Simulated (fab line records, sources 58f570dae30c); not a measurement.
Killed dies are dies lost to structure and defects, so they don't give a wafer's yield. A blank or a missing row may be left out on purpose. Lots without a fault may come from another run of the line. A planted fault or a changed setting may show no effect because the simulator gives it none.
One fault seen from 2 desks | flow berkeley_cmos170 | each desk has only its own numbers; what lay behind them comes last

THE TOOL OWNER'S DESK: implanter-04
The tool's own readings at UCB170_PSD_IMPLANT_08: means of the sampled wafers that have a number, for each lot that ran on this tool. A lot is out of limits, marked OUT, if its mean lies more than 4 standard deviations from the usual mean; the brackets give that distance.
Columns: A = dose_ions_cm2 at UCB170_PSD_IMPLANT_08, usual 2.999e+15; B = faraday_current_uA at UCB170_PSD_IMPLANT_08, usual 9257
lot  | first seen here | A                           | B
L397 | day 8 02:01     | 2.998e+15                   | 9456
L402 | day 9 10:35     | 2.996e+15                   | 9208
L408 | day 10 14:16    | 3.001e+15                   | 9347
L407 | day 10 14:33    | 3.000e+15                   | 9110
L410 | day 11 11:11    | 2.675e+15 (-99 or more) OUT | 8344 (-4.3) OUT
L412 | day 12 01:41    | 2.678e+15 (-99 or more) OUT | 8199 (-5.0) OUT
This desk's finding: out of limits on L410, L412; first on L410, day 11 11:11 (dose_ions_cm2 at UCB170_PSD_IMPLANT_08). In limits: L397, L402, L408, L407.

THE METROLOGY DESK
What the gauges read, lot by lot, whatever tool the lot ran on: means of the sampled wafers that have a number. A lot is out of limits, marked OUT, if its mean lies more than 4 standard deviations from the usual mean; the brackets give that distance.
Columns: A = PFIELD_OVL at UCB170_PFIELD_OVL_MEAS_06, usual -2 nm; B = PSD_TW at UCB170_PSD_TW_MEAS_10, usual 2326; C = PSD_RS at UCB170_SDANNEAL_RS_MEAS_02, usual 75.66 ohm/sq; D = SILICIDE_TI_RS at UCB170_SILICIDE_RS_MEAS_02, usual 26.3 ohm/sq
lot  | first seen here | A   | B               | C               | D
L394 | day 4 22:06     | -8  | 2337            | 75.61           | 26.8
L396 | day 5 03:18     | 0   | 2305            | 75.80           | 26.5
L397 | day 5 10:35     | -4  | 2314            | 76.32           | 26.3
L402 | day 6 08:08     | 2   | 2351            | 76.02           | 26.5
L400 | day 6 08:14     | 3   | 2313            | 75.60           | 26.2
L401 | day 6 08:29     | -4  | 2323            | 75.68           | 26.2
L404 | day 7 04:29     | -3  | 2308            | 75.48           | 26.3
L407 | day 7 11:42     | -7  | 2358            | 75.43           | 25.9
L408 | day 7 12:07     | -4  | 2339            | 75.66           | 26.1
L409 | day 7 19:44     | -4  | 2342            | 75.43           | 26.0
L410 | day 8 07:57     | -2  | 2255            | 82.18 (+25) OUT | 26.0
L411 | day 8 08:26     | -5  | 2327            | 75.72           | 26.2
L412 | day 8 17:08     | -11 | 2237 (-4.9) OUT | 82.19 (+25) OUT | 26.7
L417 | day 10 07:58    | -2  | 2347            | 75.84           | 26.7
This desk's finding: out of limits on L410, L412; first on L410, day 11 21:59 (PSD_RS at UCB170_SDANNEAL_RS_MEAS_02). In limits: L394, L396, L397, L402, L400, L401, L404, L407, L408, L409, L411, L417.

PUT TOGETHER
The tool owner's desk could have raised an alarm at day 11 11:11, on L410, L412.
The metrology desk could have raised an alarm at day 11 21:59, on L410, L412.
Of the lots named, all ran UCB170_PSD_IMPLANT_08 on implanter-04.

WHAT THE SIMULATOR HAD PUT IN
Process parameter drift: implanter-04, from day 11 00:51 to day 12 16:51, at UCB170_PSD_IMPLANT_08. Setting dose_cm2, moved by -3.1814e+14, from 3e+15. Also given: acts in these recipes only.
Lots struck among those shown: L410, L412.
Hours from the fault's start to each desk's first reading out of limits: the tool owner's desk, 10; the metrology desk, 21.
